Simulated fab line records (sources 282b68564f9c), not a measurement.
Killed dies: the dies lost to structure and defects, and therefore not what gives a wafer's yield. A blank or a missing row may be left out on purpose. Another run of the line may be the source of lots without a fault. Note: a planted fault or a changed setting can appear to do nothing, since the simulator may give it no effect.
fab line records    flow ritCmos
record: lots: 7  wafers: 21  lastDay: 7
route steps=202 shown PLDD@159 NLDD@160 SILICIDE@161 CONTACT@168
lots untouched by any fault: they come from a run of this same line in which no faults occurred
startH: hours from the record's opening day to when the first of the lot's shown wafers began    waitH: hours from the lot's prior step to this one    " same as the row above    L1.1+2: several wafers, shown together as one row    - either no value or no given start    * or withheld: withheld    < > ~ a bound
route shown NAME@n: NAME is a module with steps in the file, n the number in the route of the first one    usual: the fault-free wafers' mean and standard deviation    same: alike in all rows    chamber/n: place in a boat    sites: readings site by site    _std_site: standard deviation of those values    _edge_site: outer sites' mean less inner sites'    radiusMm: how far each site lies from the wafer's centre    mask NAME#n: copy n    behind: the most recent tool/chamber to have shaped the wafer    hold: why the lot was held/for how many hours/how that ended    device: names the non-switching transistor (n, p or np)    end of line: at the end of the route, the tests of the same wafers    where a step has no rows: the recipe by itself    killed: dies lost to structure and defects at the first sort, not the wafer's yield    map: per-die view of a wafer (x killed, . not killed, _ where there is no die)
set.NAME: the setting the step ran with; set.NAME@STEP: the setting that earlier step ran with    model.NAME: the simulator's own value behind a step, which no gauge read
lots at selected steps of the route; one table per step, one row per wafer
services: a tool's chamber out of use, with start hour (startH, from the record's first day; less than 0 if before it), hours out, and reason
== steps ==
step: RIT_SDANNEAL_RS_MEAS_06
recipe: thkMeasGauge: four-point-probe
usual: PLDD_RS: 179.2/0.5
lot.wafer  tool          chamber  startH  waitH  PLDD_RS[ohm/sq]
L497.1     filmMetro-03  -        110.20  0.1    179.1
L497.4     "             -        "       "      179.6
L497.5     "             -        "       "      179.3
L498.2     filmMetro-02  -        115.59  0.1    179.3
L498.3     "             -        "       "      179.0
L498.5     "             -        "       "      179.4
L499.1     filmMetro-04  -        122.42  0.1    178.6
L499.2     "             -        "       "      178.7
L499.4     "             -        "       "      178.8
L502.2     filmMetro-04  -        135.66  0.1    179.3
L502.5     "             -        "       "      178.9
L502.6     "             -        "       "      178.6
L504.1     filmMetro-04  -        149.32  0.1    179.0
L504.2     "             -        "       "      178.4
L504.4     "             -        "       "      179.6
L505.1     filmMetro-02  -        154.01  0.1    178.8
L505.3     "             -        "       "      178.8
L505.6     "             -        "       "      178.5
L508.1     filmMetro-04  -        165.42  0.1    180.0
L508.2     "             -        "       "      180.2
L508.3     "             -        "       "      180.7
step: RIT_SDANNEAL_RS_MEAS_07
recipe: thkMeasGauge: four-point-probe
usual: NLDD_RS: 149.7/0.45
lot.wafer  tool          chamber  startH  waitH  NLDD_RS[ohm/sq]
L497.1     filmMetro-03  -        110.32  0.1    150.7
L497.4     "             -        "       "      150.3
L497.5     "             -        "       "      150.4
L498.2     filmMetro-02  -        115.71  0.1    150.1
L498.3     "             -        "       "      150.6
L498.5     "             -        "       "      150.1
L499.1     filmMetro-04  -        122.54  0.1    150.2
L499.2     "             -        "       "      150.3
L499.4     "             -        "       "      150.5
L502.2     filmMetro-04  -        135.78  0.1    150.0
L502.5     "             -        "       "      149.5
L502.6     "             -        "       "      150.1
L504.1     filmMetro-04  -        149.44  0.1    149.3
L504.2     "             -        "       "      149.2
L504.4     "             -        "       "      148.5
L505.1     filmMetro-02  -        154.13  0.1    149.6
L505.3     "             -        "       "      150.0
L505.6     "             -        "       "      149.3
L508.1     filmMetro-04  -        165.54  0.1    149.3
L508.2     "             -        "       "      149.6
L508.3     "             -        "       "      150.0
step: RIT_SILICIDE_WET_ETCH_00
recipe: chemistry: BOE  target: SiO2  targetDepthNm: 14  timeS: 15  dry: n2Spin  dilution: 10:1  tempC: 21.5
step: RIT_SILICIDE_SPUTTER_01
recipe: material: Ti  targetThkNm: 30  powerW: 350  chamberPressurePa: 0.667  gas: Ar  timeS: 240  substrateTempC: 25
usual: throttleValvePct: 30.0/0.55
lot.wafer  tool           chamber  startH  waitH  throttleValvePct
L497.1     pvdSputter-01  -        110.45  0.0    30.7
L497.4     "              -        "       "      30.8
L497.5     "              -        "       "      30.8
L498.2     pvdSputter-03  -        115.83  0.0    29.2
L498.3     "              -        "       "      29.2
L498.5     "              -        "       "      30.1
L499.1     pvdSputter-04  -        122.67  0.0    30.2
L499.2     "              -        "       "      30.8
L499.4     "              -        "       "      29.5
L502.2     pvdSputter-01  -        135.90  0.0    30.0
L502.5     "              -        "       "      30.5
L502.6     "              -        "       "      30.0
L504.1     pvdSputter-01  -        149.57  0.0    30.6
L504.2     "              -        "       "      29.9
L504.4     "              -        "       "      29.9
L505.1     pvdSputter-03  -        154.26  0.0    30.0
L505.3     "              -        "       "      29.0
L505.6     "              -        "       "      30.0
L508.1     pvdSputter-01  -        165.67  0.0    29.6
L508.2     "              -        "       "      30.7
L508.3     "              -        "       "      29.8
step: RIT_SILICIDE_RS_MEAS_02
recipe: thkMeasGauge: four-point-probe  reads: Ti_of_SILICIDE_SPUTTER_01
usual: SILICIDE_TI_RS: 48.1/0.52
lot.wafer  tool          chamber  startH  waitH  SILICIDE_TI_RS[ohm/sq]
L497.1     filmMetro-01  -        110.60  0.1    47.8
L497.4     "             -        "       "      47.5
L497.5     "             -        "       "      47.3
L498.2     filmMetro-03  -        116.00  0.1    48.5
L498.3     "             -        "       "      49.0
L498.5     "             -        "       "      48.8
L499.1     filmMetro-01  -        122.82  0.1    48.2
L499.2     "             -        "       "      48.5
L499.4     "             -        "       "      48.1
L502.2     filmMetro-01  -        136.07  0.1    47.5
L502.5     "             -        "       "      48.1
L502.6     "             -        "       "      47.7
L504.1     filmMetro-03  -        149.72  0.1    48.2
L504.2     "             -        "       "      47.4
L504.4     "             -        "       "      47.8
L505.1     filmMetro-03  -        154.41  0.1    47.6
L505.3     "             -        "       "      47.7
L505.6     "             -        "       "      47.5
L508.1     filmMetro-01  -        165.82  0.1    48.3
L508.2     "             -        "       "      47.9
L508.3     "             -        "       "      48.2
step: RIT_SILICIDE_THK_MEAS_03
recipe: thkMeasGauge: xrf  reads: Ti_of_SILICIDE_SPUTTER_01
usual: SILICIDE_TI_THK: 29.82/0.29
lot.wafer  tool          chamber  startH  waitH  SILICIDE_TI_THK[nm]
L497.1     filmMetro-01  -        110.72  0.1    30.03
L497.4     "             -        "       "      29.92
L497.5     "             -        "       "      30.06
L498.2     filmMetro-03  -        116.11  0.1    29.66
L498.3     "             -        "       "      29.41
L498.5     "             -        "       "      29.43
L499.1     filmMetro-01  -        122.94  0.1    29.71
L499.2     "             -        "       "      29.42
L499.4     "             -        "       "      29.79
L502.2     filmMetro-01  -        136.18  0.1    30.01
L502.5     "             -        "       "      29.65
L502.6     "             -        "       "      29.95
L504.1     filmMetro-03  -        149.84  0.1    29.66
L504.2     "             -        "       "      30.01
L504.4     "             -        "       "      29.93
L505.1     filmMetro-03  -        154.53  0.1    29.87
L505.3     "             -        "       "      29.76
L505.6     "             -        "       "      29.80
L508.1     filmMetro-01  -        165.94  0.1    29.62
L508.2     "             -        "       "      29.93
L508.3     "             -        "       "      29.72
step: RIT_SILICIDE_RTA_04
recipe: tempC: 650  timeS: 10  idleTempC: 25  rampUpS: 5  rampDownS: 5  coolToC: 25  ambient: N2
usual: chamberO2Ppm: 2.000/0.023  wafer_temp_C_max: 653.1/1.2
lot.wafer  tool          chamber  startH  waitH  chamberO2Ppm  wafer_temp_C_max
L497.1     rtpAnneal-01  0        110.78  0.1    2.013         654.2
L497.4     "             0        "       "      2.001         653.6
L497.5     "             0        "       "      1.982         653.9
L498.2     rtpAnneal-02  0        116.18  0.1    1.978         651.4
L498.3     "             0        "       "      2.031         651.6
L498.5     "             0        "       "      2.017         651.9
L499.1     rtpAnneal-01  0        123.00  0.1    2.005         653.3
L499.2     "             0        "       "      1.999         654.1
L499.4     "             0        "       "      2.000         653.4
L502.2     rtpAnneal-02  0        136.24  0.1    1.999         652.1
L502.5     "             0        "       "      1.988         651.9
L502.6     "             0        "       "      2.000         651.4
L504.1     rtpAnneal-02  0        149.90  0.1    2.061         652.3
L504.2     "             0        "       "      2.034         652.3
L504.4     "             0        "       "      2.017         651.4
L505.1     rtpAnneal-01  0        154.59  0.1    2.012         655.0
L505.3     "             0        "       "      2.000         655.5
L505.6     "             0        "       "      2.012         654.1
L508.1     rtpAnneal-02  0        166.00  0.1    2.013         652.1
L508.2     "             0        "       "      1.977         652.1
L508.3     "             0        "       "      1.978         652.2
step: RIT_SILICIDE_WET_ETCH_05
recipe: chemistry: SPM  target: Ti  tempC: 90  timeS: 120  dry: n2Spin
step: RIT_SILICIDE_RTA_06
recipe: tempC: 750  timeS: 10  idleTempC: 25  rampUpS: 5  rampDownS: 10  coolToC: 25  ambient: N2
usual: chamberO2Ppm: 2.001/0.024  wafer_temp_C_max: 753.4/1.4
lot.wafer  tool          chamber  startH  waitH  chamberO2Ppm  wafer_temp_C_max
L497.1     rtpAnneal-02  0        110.89  0.0    1.996         752.6
L497.4     "             0        "       "      1.986         752.8
L497.5     "             0        "       "      1.999         753.0
L498.2     rtpAnneal-01  0        116.34  0.0    1.993         754.9
L498.3     "             0        "       "      1.995         754.6
L498.5     "             0        "       "      2.006         755.6
L499.1     rtpAnneal-02  0        123.11  0.0    1.975         751.0
L499.2     "             0        "       "      1.987         751.9
L499.4     "             0        "       "      2.013         752.5
L502.2     rtpAnneal-01  0        136.35  0.0    1.997         753.6
L502.5     "             0        "       "      1.962         754.5
L502.6     "             0        "       "      1.961         754.2
L504.1     rtpAnneal-01  0        150.02  0.0    2.022         753.9
L504.2     "             0        "       "      1.989         754.7
L504.4     "             0        "       "      2.009         756.2
L505.1     rtpAnneal-02  0        154.70  0.0    1.975         752.2
L505.3     "             0        "       "      1.964         752.2
L505.6     "             0        "       "      1.968         753.4
L508.1     rtpAnneal-01  0        166.17  0.0    2.012         755.6
L508.2     "             0        "       "      2.005         754.3
L508.3     "             0        "       "      2.013         754.0
step: RIT_CONTACT_CVD_00
recipe: material: SiO2  targetThkNm: 400  precursor: TEOS  tempC: 390  timeS: 62.96  rfW: 400
usual: heaterPowerW: 380/61
lot.wafer  tool      chamber  startH  waitH  heaterPowerW
L497.1     pecvd-01  1        111.02  0.1    515
L497.4     "         1        "       "      528
L497.5     "         0        "       "      281
L498.2     pecvd-02  0        116.40  0.0    405
L498.3     "         2        "       "      366
L498.5     "         2        "       "      272
L499.1     pecvd-03  2        123.18  0.1    434
L499.2     "         0        "       "      395
L499.4     "         1        "       "      396
L502.2     pecvd-01  0        136.41  0.0    366
L502.5     "         1        "       "      472
L502.6     "         0        "       "      382
L504.1     pecvd-02  2        150.08  0.1    339
L504.2     "         0        "       "      412
L504.4     "         1        "       "      367
L505.1     pecvd-01  0        154.77  0.1    389
L505.3     "         2        "       "      340
L505.6     "         2        "       "      361
L508.1     pecvd-01  1        166.24  0.1    517
L508.2     "         0        "       "      374
L508.3     "         2        "       "      314
step: RIT_CONTACT_THK_MEAS_01
recipe: reads: SiO2_of_CONTACT_CVD_00
usual: CONTACT_TEOS_THK: 413/5.4
lot.wafer  tool          chamber  startH  waitH  CONTACT_TEOS_THK[nm]
L497.1     filmMetro-04  -        111.07  0.0    413
L497.4     "             -        "       "      418
L497.5     "             -        "       "      413
L498.2     filmMetro-01  -        116.46  0.0    415
L498.3     "             -        "       "      413
L498.5     "             -        "       "      423
L499.1     filmMetro-04  -        123.23  0.0    409
L499.2     "             -        "       "      413
L499.4     "             -        "       "      419
L502.2     filmMetro-04  -        136.47  0.0    402
L502.5     "             -        "       "      410
L502.6     "             -        "       "      409
L504.1     filmMetro-04  -        150.13  0.0    408
L504.2     "             -        "       "      408
L504.4     "             -        "       "      416
L505.1     filmMetro-04  -        154.82  0.0    407
L505.3     "             -        "       "      407
L505.6     "             -        "       "      415
L508.1     filmMetro-04  -        166.29  0.0    406
L508.2     "             -        "       "      405
L508.3     "             -        "       "      408
step: RIT_CONTACT_HMDS_02
recipe: primeTimeS: 60  primeTempC: 140
step: RIT_CONTACT_COAT_03
recipe: resist: NOVOLAK  spinRpm: 3250  resistThkNm: 1000
usual: chillPlateTempC: 22.98/0.097  dispensePressureKPa: 52.4/1.6
lot.wafer  tool           chamber  startH  waitH  chillPlateTempC  dispensePressureKPa
L497.1     lithoTrack-01  -        111.28  0.1    -                -
L497.4     "              -        "       "      -                -
L497.5     "              -        "       "      -                -
L498.2     lithoTrack-03  -        116.68  0.1    -                -
L498.3     "              -        "       "      -                -
L498.5     "              -        "       "      -                -
L499.1     lithoTrack-02  -        123.44  0.1    -                -
L499.2     "              -        "       "      -                -
L499.4     "              -        "       "      -                -
L502.2     lithoTrack-03  0        136.69  0.1    23.01            52.1
L502.5     "              0        "       "      23.15            52.2
L502.6     "              0        "       "      22.79            52.1
L504.1     lithoTrack-02  0        150.43  0.1    23.13            54.1
L504.2     "              0        "       "      22.92            54.2
L504.4     "              0        "       "      23.03            54.1
L505.1     lithoTrack-03  0        155.03  0.1    23.08            52.1
L505.3     "              0        "       "      22.92            52.1
L505.6     "              0        "       "      22.90            52.1
L508.1     lithoTrack-03  0        166.50  0.1    22.93            52.1
L508.2     "              0        "       "      22.89            52.1
L508.3     "              0        "       "      22.80            52.2
step: RIT_CONTACT_SOFTBAKE_04
recipe: resist: NOVOLAK  tempC: 90  timeS: 60
step: RIT_CONTACT_EXPOSE_05
recipe: maskId: M11  na: 0.6  sourceShape: conventional  sigmaOuter: 0.5  targetCdNm: 1000  doseMj: 250
step: RIT_CONTACT_PEB_06
recipe: resist: NOVOLAK  tempC: withheld  timeS: withheld
step: RIT_CONTACT_DEVELOP_07
recipe: resist: NOVOLAK  developTimeS: 120  devTempC: 23
step: RIT_CONTACT_CD_MEAS_08
recipe: targetCdNm: 1000
usual: cdNm: 999.7/2.3
lot.wafer  tool      chamber  startH  waitH  cdNm
L497.1     cdSem-01  -        112.22  -      -
L497.4     "         -        "       "      -
L497.5     "         -        "       "      -
L498.2     cdSem-02  -        117.50  -      -
L498.3     "         -        "       "      -
L498.5     "         -        "       "      -
L499.1     cdSem-02  -        124.25  -      -
L499.2     "         -        "       "      -
L499.4     "         -        "       "      -
L502.2     cdSem-02  -        137.72  -      998.6
L502.5     "         -        "       "      1000.0
L502.6     "         -        "       "      997.8
L504.1     cdSem-01  -        151.37  -      1000.6
L504.2     "         -        "       "      1001.0
L504.4     "         -        "       "      1001.1
L505.1     cdSem-02  -        155.97  -      998.9
L505.3     "         -        "       "      996.8
L505.6     "         -        "       "      998.3
L508.1     cdSem-02  -        167.32  -      1001.1
L508.2     "         -        "       "      1000.2
L508.3     "         -        "       "      1000.4
step: RIT_CONTACT_OVL_MEAS_09
usual: CONTACT_OVL: 1.0/1.7
lot.wafer  tool        chamber  startH  waitH  CONTACT_OVL[nm]
L497.1     overlay-02  -        112.34  0.1    -
L497.4     "           -        "       "      -
L497.5     "           -        "       "      -
L498.2     overlay-02  -        117.60  0.1    -
L498.3     "           -        "       "      -
L498.5     "           -        "       "      -
L499.1     overlay-02  -        124.37  0.1    -
L499.2     "           -        "       "      -
L499.4     "           -        "       "      -
L502.2     overlay-01  -        137.83  0.1    2.7
L502.5     "           -        "       "      0.7
L502.6     "           -        "       "      2.5
L504.1     overlay-01  -        151.49  0.1    -0.1
L504.2     "           -        "       "      0.5
L504.4     "           -        "       "      0.2
L505.1     overlay-02  -        156.09  0.1    -0.3
L505.3     "           -        "       "      0.5
L505.6     "           -        "       "      1.4
L508.1     overlay-02  -        167.44  0.1    0.1
L508.2     "           -        "       "      3.4
L508.3     "           -        "       "      1.8
== services ==
tool           chamber  startH  hours  kind
pvdSputter-01  -        95.55   3.5    repair
pecvd-02       -        108.68  2.8    pm
pvdSputter-01  -        122.45  3.9    repair
pecvd-02       -        123.35  1.2    repair
pecvd-03       -        126.53  14.6   pm
pecvd-02       2        138.91  5.6    repair
pecvd-03       1        163.44  6.5    repair
== key ==
firstSign: step: RIT_CONTACT_COAT_03  reading: toolRecord  direction: missing
effect: step: RIT_CONTACT_CD_MEAS_08  reading: cdNm  direction: missing
effect: step: RIT_CONTACT_OVL_MEAS_09  reading: CONTACT_OVL  direction: missing
metAt RIT_CONTACT_COAT_03
struckWafers L497.1,L497.4,L497.5,L498.2,L498.3,L498.5,L499.1,L499.2,L499.4
laterRowsLeftOut L497.1,L497.4,L497.5,L498.2,L498.3,L498.5,L499.1,L499.2,L499.4
sortLeftOut L497.1,L497.4,L497.5,L498.2,L498.3,L498.5,L499.1,L499.2,L499.4
testerLeftOut L497,L498,L499
fault: kind: skippedStepWhole  tool: lithoTrack-01,lithoTrack-02,lithoTrack-03  chamber: -  onsetH: 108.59  steps: RIT_CONTACT_COAT_03  scope: struckLotsOnly
testerLeftOut: of these lots the tester's yield and bins aren't shown, on N5 and GAA mostly nor the transistor test; their killed dies are dies lost to structure and defects alone, not to doping, threshold or leakage, so they don't give the yield
sortLeftOut: the simulated sort isn't trusted on such a fault, so these wafers' sort isn't shown, and their yield isn't known
laterRowsLeftOut: the simulator's readings of these wafers behind a module that went badly wrong aren't trusted and aren't shown, but for the sort
